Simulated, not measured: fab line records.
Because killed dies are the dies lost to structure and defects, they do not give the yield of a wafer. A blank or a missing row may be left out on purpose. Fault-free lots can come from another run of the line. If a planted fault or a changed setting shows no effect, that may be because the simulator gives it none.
Which tool was responsible? ; flow ritCmos ; Sampling: 15 lots, 45 wafers, 2 of 202 route steps

== WHAT THE GAUGES READ, wafer by wafer ==
RIT_M1_CD_MEAS_09: the cd target is 2600 nm. Usual: cdNm 2599.3 nm, standard deviation 2.2.
lot;measured;on;cdNm (nm);flag
L188;day 3 09:29;cdSem-01;2602.0 2601.4 2600.0;
L191;day 3 22:44;cdSem-01;2602.0 2601.3 2600.8;
L193;day 4 12:56;cdSem-02;2598.7 2598.5 2597.8;
L195;day 4 20:16;cdSem-01;- - -;OFF
L196;day 5 04:14;cdSem-01;- - -;OFF
L197;day 5 05:38;cdSem-02;- - -;OFF
L198;day 5 13:13;cdSem-02;2597.8 2597.2 2596.4;
L204;day 6 21:31;cdSem-01;2601.3 2602.4 2598.5;
L205;day 7 01:32;cdSem-02;2599.9 2600.7 2602.1;
L206;day 7 03:59;cdSem-02;2597.1 2597.8 2599.4;
L207;day 7 06:09;cdSem-01;2600.5 2601.3 2601.1;
L208;day 7 16:25;cdSem-01;2594.8 2596.3 2595.2;
L209;day 7 21:32;cdSem-01;2594.0 2594.6 2594.5;
L210;day 8 01:41;cdSem-02;2599.7 2601.2 2601.6;
L211;day 8 06:02;cdSem-01;2599.9 2602.5 2600.2;

== EACH LOT AND THE TOOL THAT RAN IT (in order: tool; ch and the chambers of the sampled wafers; start) ==
lot;RIT_M1_COAT_04
L188;lithoTrack-01 ch 0, day 3 08:44
L191;lithoTrack-03 ch 0, day 3 21:49
L193;lithoTrack-03 ch 0, day 4 12:05
L195;lithoTrack-01, day 4 19:32
L196;lithoTrack-02, day 5 03:31
L197;lithoTrack-01, day 5 04:55
L198;lithoTrack-03 ch 0, day 5 12:22
L204;lithoTrack-03 ch 0, day 6 20:48
L205;lithoTrack-02 ch 0, day 7 00:43
L206;lithoTrack-01 ch 0, day 7 03:16
L207;lithoTrack-01 ch 0, day 7 05:26
L208;lithoTrack-01 ch 0, day 7 15:41
L209;lithoTrack-03 ch 0, day 7 20:49
L210;lithoTrack-02 ch 0, day 8 00:57
L211;lithoTrack-02 ch 0, day 8 05:11
- RIT_M1_COAT_04: resist thk 1300 nm.

== WHAT THE TOOLS THEMSELVES READ (means of the sampled wafers that have a number; where no wafer has one, the mark that the record gives instead) ==
RIT_M1_COAT_04. Usual: chillPlateTempC 23.01 C, standard deviation 0.11; dispensePressureKPa 49.0 kPa, standard deviation 1.
lot;tool;chillPlateTempC (C);dispensePressureKPa (kPa);flag
L188;lithoTrack-01;23.01;50.8;
L191;lithoTrack-03;23.00;48.4;
L193;lithoTrack-03;22.84;48.3;
L195;lithoTrack-01;-;-;OFF
L196;lithoTrack-02;-;-;OFF
L197;lithoTrack-01;-;-;OFF
L198;lithoTrack-03;23.13;48.3;
L204;lithoTrack-03;22.91;48.3;
L205;lithoTrack-02;23.08;48.4;
L206;lithoTrack-01;22.89;50.7;
L207;lithoTrack-01;23.15;50.7;
L208;lithoTrack-01;22.88;50.7;
L209;lithoTrack-03;22.92;48.4;
L210;lithoTrack-02;23.00;48.4;
L211;lithoTrack-02;23.03;48.4;

== THE ANSWER, worked out from the rows above alone ==
Rule: a lot counts as off when the mean over its wafers that have a number is more than 3 standard deviations away from the usual mean. Also off: a lot with no number at a reading for which 4 or more lots have one. Any other lot the step has rows for is counted as sound. Order of review: gauges by route order, followed by the tools' own readings, for which a lot's mean as printed above is used. At the first step where some lot is off, the reading lying furthest off is the one used; lots without a number count as furthest.
Off: L195, L196, L197 (RIT_M1_CD_MEAS_09, cdNm). Without a number there: L195, L196, L197.
If a tool, at a process step before that reading, ran all the lots that are off and no sound lot after the first of them, it fits. Not tried: the gauges at RIT_M1_CD_MEAS_09; whatever is off there is also off at RIT_M1_COAT_04, on other tools, and gauge error can't account for it. No candidate that was tried fits.

== WHAT THE SIMULATOR PUT IN ==
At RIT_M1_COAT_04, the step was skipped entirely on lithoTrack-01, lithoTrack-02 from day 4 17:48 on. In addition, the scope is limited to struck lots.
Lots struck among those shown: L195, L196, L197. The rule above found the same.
